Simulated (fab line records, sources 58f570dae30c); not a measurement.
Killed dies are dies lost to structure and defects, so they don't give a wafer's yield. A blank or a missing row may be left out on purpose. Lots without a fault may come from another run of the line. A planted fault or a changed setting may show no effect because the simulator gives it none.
fab line records | flow berkeley_cmos170
record lots=15 wafers=44 last_day=12
route steps=331 shown NLDD@169 M2@278 V2@294 M3@329
lots that met no fault: from a run of the same line without faults
start_h: hours from the record's first day to the start of the lot's first wafer shown | wait_h: hours since the lot's step before | " the same as in the row above | L1.1+2: a row that stands for several wafers | - no value, or no start given | * or withheld: withheld | < > ~ a bound
route shown NAME@n: a module of which the file shows steps, and the number in the route of the first | usual: mean/standard deviation of fault-free wafers | same: alike in all rows | chamber/n: place in a boat | sites: the reading at each site | _std_site: their standard deviation | _edge_site: outer sites' mean less inner sites' | radius_mm: how far each site lies from the wafer's centre | mask NAME#n: copy n | behind: the tool/chamber that last shaped the wafer | hold: why the lot was held/for how many hours/how that ended | device: the transistor (n, p or np) that didn't switch | end of line: the same wafers' tests at the end of the route | a step without rows: its recipe alone | killed: dies lost to structure and defects at the first sort, not the wafer's yield | map: a wafer's dies, x killed, . not, _ none there
set.NAME: the setting as run; set.NAME@STEP: as run at that earlier step | model.NAME: the simulator's own value behind a step, which no gauge read
steps of the route over a sample of lots; a table a step, a row a wafer
services: from which hour (start_h, from the record's first day; less than 0 if before it) a tool's chamber was out of use, for how many hours, and why
## steps
# step UCB170_NLDD_TW_MEAS_11
# usual NLDD_TW=2206/10
# columns lot.wafer tool chamber start_h wait_h NLDD_TW
L648.3 film_metro-02 - 133.09 0.1 2221
L648.5 " - " " 2231
L648.6 " - " " 2221
L649.1 film_metro-04 - 148.43 0.1 2197
L649.3 " - " " 2204
L649.6 " - " " 2204
L652.2 film_metro-04 - 156.05 0.1 2215
L652.3 " - " " 2200
L652.4 " - " " 2210
L651.2 film_metro-01 - 156.35 0.1 2219
L651.4 " - " " 2203
L651.5 " - " " 2218
L655.3 film_metro-01 - 159.77 0.1 2205
L655.4 " - " " 2211
L655.6 " - " " 2208
L654.1 film_metro-04 - 159.95 0.1 2197
L654.3 " - " " 2213
L654.6 " - " " 2201
L661.1 film_metro-04 - 189.90 0.1 2203
L661.2 " - " " 2205
L661.6 " - " " 2211
L659.1 film_metro-01 - 190.20 0.1 2203
L659.5 " - " " 2209
L662.3 film_metro-01 - 209.34 0.1 2210
L662.5 " - " " 2205
L662.6 " - " " 2204
L664.3 film_metro-02 - 209.51 0.1 2199
L664.4 " - " " 2208
L664.6 " - " " 2220
L663.1 film_metro-04 - 209.59 0.1 2200
L663.4 " - " " 2189
L663.5 " - " " 2198
L665.1 film_metro-01 - 219.98 0.1 2215
L665.3 " - " " 2235
L665.4 " - " " 2233
L667.3 film_metro-02 - 235.07 0.1 2214
L667.4 " - " " 2209
L667.5 " - " " 2213
L670.2 film_metro-01 - 245.48 0.1 2209
L670.3 " - " " 2204
L670.6 " - " " 2205
L666.4 film_metro-04 - 245.60 0.1 2203
L666.5 " - " " 2199
L666.6 " - " " 2193
# step UCB170_M2_STRIP_07
# recipe chemistry=O2 power_w=400 pressure_mtorr=3500 platen_temp_c=withheld o2_flow_sccm=400 overash_fraction=0.5
# usual drypump_motor_current_A=5.79/0.3 oes_product_au=0.735/0.0048 strip_time_to_endpoint_s=21.97/0.064
# columns lot.wafer tool chamber start_h wait_h drypump_motor_current_A oes_product_au rf_hours_counter_h strip_time_to_endpoint_s
L648.3 plasma_asher-03 0 161.39 0.1 5.44 0.736 - 21.88
L648.5 " 0 " " 5.45 0.737 - 21.84
L648.6 " 1 " " 5.37 0.738 - 21.87
L649.1 plasma_asher-03 1 178.58 0.1 5.38 0.734 50 22.02
L649.3 " 0 " " 5.44 0.734 - 22.07
L649.6 " 0 " " 5.47 0.741 - 22.05
L652.2 plasma_asher-03 1 186.54 0.1 5.36 0.741 51 22.01
L652.3 " 1 " " 5.34 0.736 - 22.04
L652.4 " 0 " " 5.44 0.733 - 22.01
L655.3 plasma_asher-04 1 186.61 0.1 6.12 0.732 - 22.00
L655.4 " 0 " " 5.87 0.740 - 22.03
L655.6 " 1 " " 6.15 0.735 - 22.00
L654.1 plasma_asher-03 1 186.85 0.1 5.37 0.739 51 21.95
L654.3 " 0 " " 5.44 0.731 - 21.95
L654.6 " 0 " " 5.42 0.732 - 21.89
L651.2 plasma_asher-02 1 187.44 0.1 6.08 0.735 41 21.99
L651.4 " 0 " " 5.68 0.737 - 22.01
L651.5 " 1 " " 6.04 0.739 - 22.08
L661.1 plasma_asher-03 0 223.69 0.1 5.45 0.737 54 21.88
L661.2 " 1 " " 5.35 0.733 54 21.91
L661.6 " 0 " " 5.46 0.730 - 21.86
L659.1 plasma_asher-02 0 224.17 0.1 5.69 0.736 45 22.04
L659.5 " 0 " " 5.70 0.727 - 21.98
L662.3 plasma_asher-02 1 236.73 0.1 6.07 0.732 - 21.96
L662.5 " 1 " " 6.10 0.735 - 21.94
L662.6 " 0 " " 5.69 0.728 - 21.84
L663.1 plasma_asher-04 0 240.04 0.1 5.83 0.734 11 22.06
L663.4 " 1 " " 6.15 0.733 - 21.98
L663.5 " 1 " " 6.17 0.739 - 22.02
L664.3 plasma_asher-03 0 240.53 0.1 5.46 0.734 - 22.05
L664.4 " 1 " " 5.36 0.725 - 22.06
L664.6 " 1 " " 5.39 0.732 - 22.03
L665.1 plasma_asher-02 0 252.49 0.1 5.69 0.741 47 21.98
L665.3 " 0 " " 5.68 0.726 - 21.98
L665.4 " 1 " " 6.07 0.735 - 22.01
L667.3 plasma_asher-02 1 265.70 0.1 6.05 0.729 - 21.98
L667.4 " 0 " " 5.66 0.732 - 22.00
L667.5 " 1 " " 6.08 0.742 - 21.99
L670.2 plasma_asher-03 0 276.28 0.1 5.44 0.732 59 22.03
L670.3 " 1 " " 5.34 0.728 - 21.99
L670.6 " 0 " " 5.43 0.741 - 22.05
L666.4 plasma_asher-04 1 276.39 0.1 6.17 0.731 - 21.93
L666.5 " 0 " " 5.81 0.741 - 21.99
L666.6 " 1 " " 6.18 0.736 - 21.94
# step UCB170_V2_CMP_02
# recipe material=SiO2 down_force_psi=6 platen_rpm=60 pad_velocity_m_s=0.75398
# usual motor_current_A=15.5/1.3 slurry_filter_dp_kPa=13.51/0.13
# columns lot.wafer tool chamber start_h wait_h motor_current_A slurry_filter_dp_kPa
L648.3 cmp-02 3 163.55 0.1 14.0 13.49
L648.6 " 2 " " 14.8 13.52
L648.5 " 3 " " 14.6 13.49
L649.3 cmp-01 3 180.77 0.1 14.0 13.46
L649.1 " 1 " " 15.1 13.37
L649.6 " 3 " " 14.3 13.52
L652.2 cmp-02 3 189.59 0.0 14.4 13.63
L652.4 " 1 " " 15.9 13.80
L652.3 " 2 " " 15.0 13.37
L655.4 cmp-01 0 189.86 0.0 17.1 13.32
L655.3 " 1 " " 15.2 13.57
L655.6 " 0 " " 16.9 13.52
L654.1 cmp-02 0 189.97 0.1 17.0 13.70
L654.3 " 2 " " 14.0 13.69
L654.6 " 0 " " 17.5 13.73
L651.4 cmp-02 3 190.47 0.0 14.1 13.35
L651.2 " 1 " " 16.3 13.40
L651.5 " 3 " " 14.2 13.75
L661.2 cmp-02 0 225.96 0.0 16.9 13.28
L661.1 " 1 " " 16.7 13.48
L661.6 " 1 " " 16.4 13.72
L659.1 cmp-02 0 226.60 0.1 16.7 13.18
L659.5 " 0 " " 18.1 13.58
L662.3 cmp-01 0 239.03 0.2 17.3 13.34
L662.5 " 1 " " 16.0 13.48
L662.6 " 2 " " 14.5 13.65
L663.1 cmp-02 1 243.45 0.1 16.6 13.51
L663.4 " 0 " " 18.0 13.49
L663.5 " 1 " " 16.7 13.41
L664.3 cmp-01 0 243.72 0.0 17.0 13.62
L664.4 " 3 " " 13.7 13.53
L664.6 " 1 " " 15.8 13.52
L665.3 cmp-01 3 255.92 0.0 14.3 13.37
L665.4 " 0 " " 17.5 13.35
L665.1 " 1 " " 15.4 13.41
L667.3 cmp-01 1 268.56 0.0 15.5 13.36
L667.4 " 3 " " 12.9 13.53
L667.5 " 1 " " 15.6 13.54
L666.4 cmp-01 2 278.94 0.2 14.6 13.61
L666.6 " 3 " " 14.0 13.42
L666.5 " 0 " " 17.8 13.48
L670.2 cmp-01 3 279.64 0.6 13.3 13.55
L670.3 " 1 " " 15.8 13.70
L670.6 " 3 " " 13.9 13.55
# step UCB170_V2_THK_MEAS_04
# recipe reads=SiO2_of_V2_CVD_00
# usual V2_POLISHED_THK=999.9/1.2
# columns lot.wafer tool chamber start_h wait_h V2_POLISHED_THK[nm]
L648.3 film_metro-02 - 163.94 0.1 999.2
L648.5 " - " " 998.3
L648.6 " - " " 998.8
L649.1 film_metro-01 - 181.14 0.1 1000.2
L649.3 " - " " 1000.6
L649.6 " - " " 999.9
L652.2 film_metro-02 - 190.02 0.1 998.9
L652.3 " - " " 998.1
L652.4 " - " " 1000.1
L655.3 film_metro-03 - 190.30 0.1 1000.4
L655.4 " - " " 1000.3
L655.6 " - " " 999.2
L654.1 film_metro-02 - 190.36 0.1 1001.6
L654.3 " - " " 999.6
L654.6 " - " " 1000.9
L651.2 film_metro-02 - 190.90 0.1 1001.3
L651.4 " - " " 999.7
L651.5 " - " " 999.3
L661.1 film_metro-03 - 226.38 0.1 926.9
L661.2 " - " " 925.4
L661.6 " - " " 927.1
L659.1 film_metro-03 - 226.97 0.1 926.7
L659.5 " - " " 924.1
L662.3 film_metro-02 - 239.32 0.1 999.2
L662.5 " - " " 1000.2
L662.6 " - " " 999.3
L663.1 film_metro-02 - 243.87 0.1 924.7
L663.4 " - " " 923.8
L663.5 " - " " 927.1
L664.3 film_metro-02 - 244.16 0.1 1000.8
L664.4 " - " " 1000.0
L664.6 " - " " 999.8
L665.1 film_metro-03 - 256.34 0.1 1000.8
L665.3 " - " " 999.9
L665.4 " - " " 999.9
L667.3 film_metro-01 - 269.00 0.1 1001.0
L667.4 " - " " 999.2
L667.5 " - " " 999.8
L666.4 film_metro-03 - 279.24 0.1 1000.5
L666.5 " - " " 1001.4
L666.6 " - " " 1001.5
L670.2 film_metro-02 - 280.02 0.1 1000.4
L670.3 " - " " 1000.9
L670.6 " - " " 999.6
# step UCB170_V2_ETCH_14
# recipe chemistry=CHF3/CF4/Ar target=SiO2 stop_on=Al CHF3_flow_sccm=45 cf4_flow_sccm=15 Ar_flow_sccm=150 pressure_mtorr=200 rf_w=700 target_depth_a=12500 over_etch_frac=0.25 time_s=291
# usual drypump_motor_current_A=5.7/0.61 oes_product_au=0.879/0.013 throttle_valve_pct=6.99/0.11
# same time_s=291
# columns lot.wafer tool chamber start_h wait_h drypump_motor_current_A oes_product_au rf_hours_counter_h throttle_valve_pct
L648.3 rie_diel-03 2 165.68 0.0 6.0 0.874 17 6.83
L648.5 " 3 " " 5.6 0.892 - 7.22
L648.6 " 2 " " 6.1 0.875 - 6.81
L649.1 rie_diel-02 2 183.34 0.0 4.9 0.864 87 6.92
L649.3 " 0 " " 6.8 0.865 4 6.92
L649.6 " 3 " " 6.0 0.853 - 7.16
L652.2 rie_diel-04 2 191.58 0.0 4.8 0.883 145 7.02
L652.3 " 3 " " 5.0 0.862 132 7.03
L652.4 " 0 " " 5.8 0.888 65 7.07
L655.3 rie_diel-03 1 191.85 0.0 6.0 0.880 18 6.94
L655.4 " 0 " " 5.6 0.885 48 6.95
L655.6 " 1 " " 6.0 0.883 - 6.94
L654.1 rie_diel-02 2 192.10 0.0 4.9 0.875 88 6.91
L654.3 " 3 " " 6.0 0.846 150 7.16
L654.6 " 0 " " 6.8 0.877 - 6.88
L651.2 rie_diel-03 3 192.51 0.0 5.7 0.893 133 7.21
L651.4 " 0 " " 5.6 0.887 48 6.97
L651.5 " 2 " " 6.0 0.874 - 6.81
L661.1 rie_diel-03 2 229.87 0.0 6.0 0.840 19 6.83
L661.2 " 1 " " 6.0 0.848 19 6.95
L661.6 " 2 " " 6.0 0.838 - 6.81
L659.1 rie_diel-03 2 230.23 0.0 6.0 0.830 20 6.82
L659.5 " 2 " " 6.0 0.832 - 6.82
L662.3 rie_diel-02 0 240.87 0.0 6.8 0.875 8 6.89
L662.5 " 0 " " 6.8 0.876 - 6.91
L662.6 " 1 " " 5.3 0.870 - 7.07
L663.1 rie_diel-02 0 245.44 0.0 6.8 0.837 8 6.89
L663.4 " 3 " " 6.0 0.850 1 7.17
L663.5 " 0 " " 6.8 0.838 - 6.90
L664.3 rie_diel-04 0 245.73 0.0 5.8 0.886 68 7.08
L664.4 " 0 " " 5.8 0.885 - 7.07
L664.6 " 3 " " 5.0 0.866 - 7.03
L665.1 rie_diel-04 1 257.91 0.0 6.4 0.903 5 6.87
L665.3 " 0 " " 5.8 0.892 68 7.07
L665.4 " 2 " " 4.8 0.860 1 7.01
L667.3 rie_diel-03 0 270.25 0.0 5.6 0.892 51 6.95
L667.4 " 0 " " 5.6 0.882 - 6.96
L667.5 " 2 " " 6.0 0.869 - 6.82
L666.4 rie_diel-04 2 281.70 0.1 4.8 0.854 - 7.03
L666.5 " 0 " " 5.8 0.891 - 7.08
L666.6 " 1 " " 6.4 0.902 - 6.86
L670.2 rie_diel-03 2 281.73 0.0 6.0 0.870 22 6.82
L670.3 " 3 " " 5.7 0.870 0 7.20
L670.6 " 2 " " 6.0 0.876 - 6.82
# step UCB170_M3_CD_MEAS_90
# recipe target_cd_nm=700
# usual cd_nm=699/3.7
# columns lot.wafer tool chamber start_h wait_h cd_nm
L648.3 cd_sem-01 - 168.96 0.1 698
L648.5 " - " " 700
L648.6 " - " " 698
L649.1 cd_sem-01 - 188.38 0.1 705
L649.3 " - " " 703
L649.6 " - " " 697
L652.2 cd_sem-01 - 194.51 0.1 701
L652.3 " - " " 697
L652.4 " - " " 703
L655.3 cd_sem-01 - 195.15 0.1 698
L655.4 " - " " 697
L655.6 " - " " 698
L654.1 cd_sem-01 - 195.23 0.1 699
L654.3 " - " " 698
L654.6 " - " " 700
L651.2 cd_sem-01 - 195.65 0.1 702
L651.4 " - " " 697
L651.5 " - " " 701
L661.1 cd_sem-01 - 233.39 0.1 700
L661.2 " - " " 696
L661.6 " - " " 699
L662.3 cd_sem-01 - 244.15 0.1 701
L662.5 " - " " 699
L662.6 " - " " 706
L664.3 cd_sem-01 - 248.71 0.1 695
L664.4 " - " " 704
L664.6 " - " " 694
L665.1 cd_sem-01 - 260.88 0.1 699
L665.3 " - " " 696
L665.4 " - " " 695
L667.3 cd_sem-02 - 273.51 0.1 695
L667.4 " - " " 695
L667.5 " - " " 693
L666.4 cd_sem-02 - 284.66 0.1 692
L666.5 " - " " 697
L666.6 " - " " 694
L670.2 cd_sem-01 - 285.22 0.1 703
L670.3 " - " " 704
L670.6 " - " " 707
## services
# columns tool chamber start_h hours kind
cmp-02 - 142.44 0.8 repair
plasma_asher-04 - 145.42 14.6 pm
cmp-02 - 156.77 1.7 repair
cmp-02 - 165.03 2.2 repair
rie_diel-03 0 167.99 8.6 repair
rie_diel-04 3 169.55 5.0 repair
cmp-01 - 187.17 1.1 repair
rie_diel-03 - 211.11 14.6 pm
cmp-02 - 214.46 0.5 repair
plasma_asher-03 - 214.55 2.8 pm
plasma_asher-03 - 218.17 2.3 repair
rie_diel-04 1 221.18 6.1 repair
rie_diel-04 3 228.08 3.4 repair
rie_diel-04 1 230.87 16.2 repair
cmp-01 - 232.00 4.0 pm
cmp-01 - 236.00 - consumable_replace:conditioner
cmp-01 - 236.00 - consumable_replace:pad
cmp-02 - 244.50 0.4 repair
rie_diel-03 3 253.36 - clean
rie_diel-03 3 253.36 17.7 scheduled_down
rie_diel-03 3 253.36 17.7 vent_cycle
cmp-02 - 265.60 23.0 pm
rie_diel-03 0 278.85 9.5 repair
plasma_asher-02 - 281.02 3.2 repair
## key
first_sign step=UCB170_V2_THK_MEAS_04 reading=V2_POLISHED_THK direction=down sigmas=63 usual=999.9 struck=925.7
effect step=UCB170_V2_ETCH_14 reading=oes_product_au direction=down sigmas=3 usual=0.879 struck=0.839
met_at UCB170_V2_CMP_02
struck_lots L659,L661,L663
rows_end L659.1,L659.5,L663.1,L663.4,L663.5
tester_left_out L661
not_acting_at UCB170_NLDD_TW_MEAS_11,UCB170_M2_STRIP_07,UCB170_M3_CD_MEAS_90
onset_between 190.47 225.96
earlier_fault kind=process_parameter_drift tool=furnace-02 chamber=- onset_h=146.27 steps=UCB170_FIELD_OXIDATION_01 channel=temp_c offset=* shape=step end_h=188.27 acts_in=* stated=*
fault kind=process_parameter_drift tool=cmp-02 chamber=- onset_h=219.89 steps=UCB170_V2_CMP_02 channel=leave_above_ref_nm offset=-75 shape=step acts_in=these_recipes_only stated=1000
# tester_left_out: of these lots the tester's yield and bins aren't shown, on N5 and GAA mostly nor the transistor test; their killed dies are dies lost to structure and defects alone, not to doping, threshold or leakage, so they don't give the yield
# rows_end: these wafers met a further fault down the route, and their rows from its step on are left out
